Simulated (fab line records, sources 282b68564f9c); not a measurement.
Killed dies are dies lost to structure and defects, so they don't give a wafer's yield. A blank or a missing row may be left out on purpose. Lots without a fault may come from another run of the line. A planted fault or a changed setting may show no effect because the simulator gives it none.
Which tool did it? | flow rit_cmos | 7 lots, 21 wafers sampled, at 2 steps of a route of 202

WHAT THE GAUGES READ, wafer by wafer
RIT_SILICIDE_RS_MEAS_02: measures by four-point-probe.
lot  | measured    | on            | SILICIDE_TI_RS (ohm/sq)
L845 | day 3 17:32 | film_metro-02 | 48.1 47.1 47.6
L847 | day 3 23:55 | film_metro-04 | 48.3 48.5 48.5
L849 | day 4 09:49 | film_metro-02 | 49.6 48.9 49.3
L855 | day 5 16:39 | film_metro-01 | 47.8 35.9 47.8 48.1 36.2 48.4
L862 | day 7 03:22 | film_metro-01 | 47.5 47.6 47.7
L865 | day 7 17:40 | film_metro-02 | 47.6 48.0 47.9
L867 | day 7 22:55 | film_metro-04 | 48.2 47.9 47.8

WHICH TOOL RAN EACH LOT (tool, then ch and the chambers of the sampled wafers, then the start)
lot  | RIT_SILICIDE_SPUTTER_01
L845 | pvd_sputter-03, day 3 17:23
L847 | pvd_sputter-03, day 3 23:44
L849 | pvd_sputter-03, day 4 09:40
L855 | pvd_sputter-04, day 5 16:29
L862 | pvd_sputter-03, day 7 03:13
L865 | pvd_sputter-03, day 7 17:31
L867 | pvd_sputter-02, day 7 22:46
- RIT_SILICIDE_SPUTTER_01: material Ti, target thk 30 nm, time 240 s.

THE ANSWER, worked out from the rows above alone
Rule: what is usual is taken from the lots themselves. Put in order of their means at a reading, lots are off if they are a third of the lots or fewer, leave a main group of 4 or more, and stand apart from it by a gap of 3 or more times the standard deviation of the main group's means; of several such gaps the widest counts. A main group whose means are all the same, to the digits that the tables above print for the reading, isn't used. A lot without any number at a reading at which 4 lots or more have one is off too. The other lots that the step has rows for count as sound.
Off: L855, at RIT_SILICIDE_RS_MEAS_02 (SILICIDE_TI_RS). The main group: mean 48.1 ohm/sq, standard deviation 0.59.
A tool fits if, at a process step before that reading, it ran every lot that is off, and no sound lot after the first of them. The gauges at RIT_SILICIDE_RS_MEAS_02 are tried like those tools. One fits: pvd_sputter-04 at RIT_SILICIDE_SPUTTER_01. It ran no sound lot before its first lot that is off in this sample, so the start can't be narrowed down.

WHAT THE SIMULATOR HAD PUT IN
Process parameter drift: pvd_sputter-04, from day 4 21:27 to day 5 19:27, at RIT_SILICIDE_SPUTTER_01. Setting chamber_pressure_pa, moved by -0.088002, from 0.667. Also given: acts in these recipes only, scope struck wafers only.
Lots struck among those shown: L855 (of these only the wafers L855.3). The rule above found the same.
